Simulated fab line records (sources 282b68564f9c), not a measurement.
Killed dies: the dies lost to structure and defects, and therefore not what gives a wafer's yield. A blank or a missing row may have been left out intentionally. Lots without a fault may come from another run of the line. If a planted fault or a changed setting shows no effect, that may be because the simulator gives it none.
Which of the tools did it? -- flow rit-cmos -- 14 lots, 42 wafers sampled, at 2 steps of a route of 202

WHAT THE GAUGES SHOWED, per wafer
RIT_GATE_THK_MEAS_07.
lot,measured,on,GATE_OXIDE_THK (nm)
L361,day 2 15:14,film-metro-01,3.01 2.97 2.95
L363,day 3 01:57,film-metro-01,3.13 3.18 3.18
L364,day 3 02:06,film-metro-01,3.05 3.11 3.00
L367,day 3 21:42,film-metro-04,3.78 3.71 3.65
L368,day 4 01:11,film-metro-04,3.68 3.65 3.68
L373,day 5 02:29,film-metro-01,2.91 2.83 2.89
L377,day 5 22:23,film-metro-04,2.94 2.94 3.03
L378,day 6 01:09,film-metro-03,2.97 2.99 2.98
L379,day 6 07:55,film-metro-01,3.11 3.12 3.09
L380,day 6 13:53,film-metro-01,3.07 3.01 2.99
L381,day 6 17:23,film-metro-04,2.93 2.86 2.96
L382,day 6 21:46,film-metro-01,2.95 2.91 2.97
L383,day 7 03:59,film-metro-04,3.00 3.05 2.97
L384,day 7 09:28,film-metro-03,2.95 3.04 3.05

TOOL THAT RAN EACH LOT (tool first, then ch and the chambers of the sampled wafers, then the start)
lot,RIT_GATE_OXIDATION_05
L361,"furnace-03 ch 0, day 2 13:15"
L363,"furnace-01 ch 0, day 2 23:41"
L364,"furnace-01 ch 0, day 3 00:45"
L367,"furnace-01 ch 0, day 3 19:03"
L368,"furnace-01 ch 0, day 3 21:41"
L373,"furnace-03 ch 0, day 4 22:41"
L377,"furnace-04 ch 0, day 5 21:03"
L378,"furnace-03 ch 0, day 5 22:52"
L379,"furnace-04 ch 0, day 6 04:54"
L380,"furnace-01 ch 0, day 6 11:19"
L381,"furnace-01 ch 0, day 6 15:21"
L382,"furnace-04 ch 0, day 6 18:41"
L383,"furnace-03 ch 0, day 7 01:08"
L384,"furnace-01 ch 0, day 7 06:47"
- RIT_GATE_OXIDATION_05: target thk 3 nm, ox time 270 s.

WHAT THE TOOLS THEMSELVES READ (means of the sampled wafers that have a number; where no wafer has one, the mark that the record gives instead)
RIT_GATE_OXIDATION_05.
lot,tool,spike-tc-centre-C (C),spike-tc-load-C (C),spike-tc-source-C (C),tube-center-temp-C (C),tube_center_temp_C_max,zone-power-load-pct (%)
L361,furnace-03,903.0,922.5,919.4,900,902.2,26.9
L363,furnace-01,901.3,924.9,924.0,900,902.7,27.9
L364,furnace-01,902.1,925.9,923.0,900,902.6,27.6
L367,furnace-01,916.5,941.3,939.2,915,917.3,28.4
L368,furnace-01,917.4,941.3,938.1,915,917.2,28.5
L373,furnace-03,902.0,921.7,920.3,900,901.8,27.3
L377,furnace-04,902.4,921.5,927.0,900,902.2,26.7
L378,furnace-03,902.5,921.5,920.6,900,902.2,27.0
L379,furnace-04,903.0,920.3,926.7,900,902.2,26.6
L380,furnace-01,901.8,925.9,922.8,900,902.5,27.5
L381,furnace-01,902.0,926.9,923.6,900,902.0,27.6
L382,furnace-04,903.1,921.0,926.6,900,902.2,27.0
L383,furnace-03,901.7,922.0,920.1,900,902.0,27.0
L384,furnace-01,901.9,926.0,924.5,900,902.4,27.6

THE ANSWER, worked out from the rows above alone
Rule: usual is defined by the lots themselves. Put in order of their means at a reading, lots are off if they are a third of the lots or fewer, leave a main group of 4 or more, and stand apart from it by a gap of 3 or more times the standard deviation of the main group's means; of several such gaps the widest counts. If all means in a main group match to the digits the tables above print for the reading, that group is not used. A lot without any number at a reading at which 4 lots or more have one is off too. Where the step has rows for the other lots, those lots are counted as sound. First the gauges in route order, then the tools' own readings, where a lot's mean is used as printed above. The first step at which some lot is off is used, and at that step the reading that is off furthest; a lot without a number counts as furthest.
Off: L367, L368, seen at RIT_GATE_THK_MEAS_07 (GATE_OXIDE_THK). Main group: mean 3.00 nm, sd 0.076.
A tool fits if, at a process step before that reading, it ran every lot that is off, and no sound lot after the first of them. The gauges at RIT_GATE_THK_MEAS_07 aren't tried: what is off there is off at RIT_GATE_OXIDATION_05 too, on other tools, and a gauge's error can't cause that. Not one of the candidates tried fits.

WHAT THE SIMULATOR PUT IN
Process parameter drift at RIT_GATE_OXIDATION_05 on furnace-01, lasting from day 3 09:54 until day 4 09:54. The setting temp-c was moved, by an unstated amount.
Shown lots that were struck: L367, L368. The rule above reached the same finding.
